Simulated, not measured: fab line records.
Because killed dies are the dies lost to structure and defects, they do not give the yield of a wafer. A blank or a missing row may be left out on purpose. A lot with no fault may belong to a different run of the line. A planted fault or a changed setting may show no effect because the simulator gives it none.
Which tool was responsible? | flow berkeley-cmos170 | 6 lots, 18 wafers sampled, at 2 steps of a route of 331

WHAT THE GAUGES SHOWED, per wafer
UCB170_GATE_CD_MEAS_12: target cd 350 nm.
lot  | measured     | on        | cd-nm (nm)
L883 | day 7 12:23  | cd-sem-01 | 349.1 349.6 350.2
L887 | day 7 21:44  | cd-sem-01 | 350.6 351.3 351.0
L889 | day 8 04:55  | cd-sem-01 | 349.9 350.3 350.4
L892 | day 8 21:13  | cd-sem-01 | 349.3 349.3 348.2
L899 | day 10 13:29 | cd-sem-02 | 348.4 350.1 349.4
L905 | day 11 19:31 | cd-sem-01 | 348.1 348.5 349.8

WHAT TOOL EACH LOT RAN ON (gives the tool, then ch and the chambers of the sampled wafers, and finally the start)
lot  | UCB170_GATE_EXPOSE_09
L883 | krf-scanner-01 ch 0, day 7 11:49
L887 | krf-scanner-02 ch 0, day 7 21:01
L889 | krf-scanner-01 ch 0, day 8 03:40
L892 | krf-scanner-01 ch 0, day 8 20:40
L899 | krf-scanner-02 ch 0, day 10 12:34
L905 | krf-scanner-02 ch 0, day 11 19:08
- UCB170_GATE_EXPOSE_09: exposes mask POLY, target cd 350 nm.

THE ANSWER, worked out from the rows above alone
Rule: what is usual is taken from the lots themselves. Put in order of their means at a reading, lots are off if they are a third of the lots or fewer, leave a main group of 4 or more, and stand apart from it by a gap of 3 or more times the standard deviation of the main group's means; of several such gaps the widest counts. A main group is skipped when, at the precision printed for the reading in the tables above, its means are all equal. Also off: a lot with no number at a reading for which 4 or more lots have one. Where the step has rows for the other lots, those lots are counted as sound.
Across all readings shown, no lot is off: no conclusion can be drawn from this.

WHAT WAS PUT IN BY THE SIMULATOR
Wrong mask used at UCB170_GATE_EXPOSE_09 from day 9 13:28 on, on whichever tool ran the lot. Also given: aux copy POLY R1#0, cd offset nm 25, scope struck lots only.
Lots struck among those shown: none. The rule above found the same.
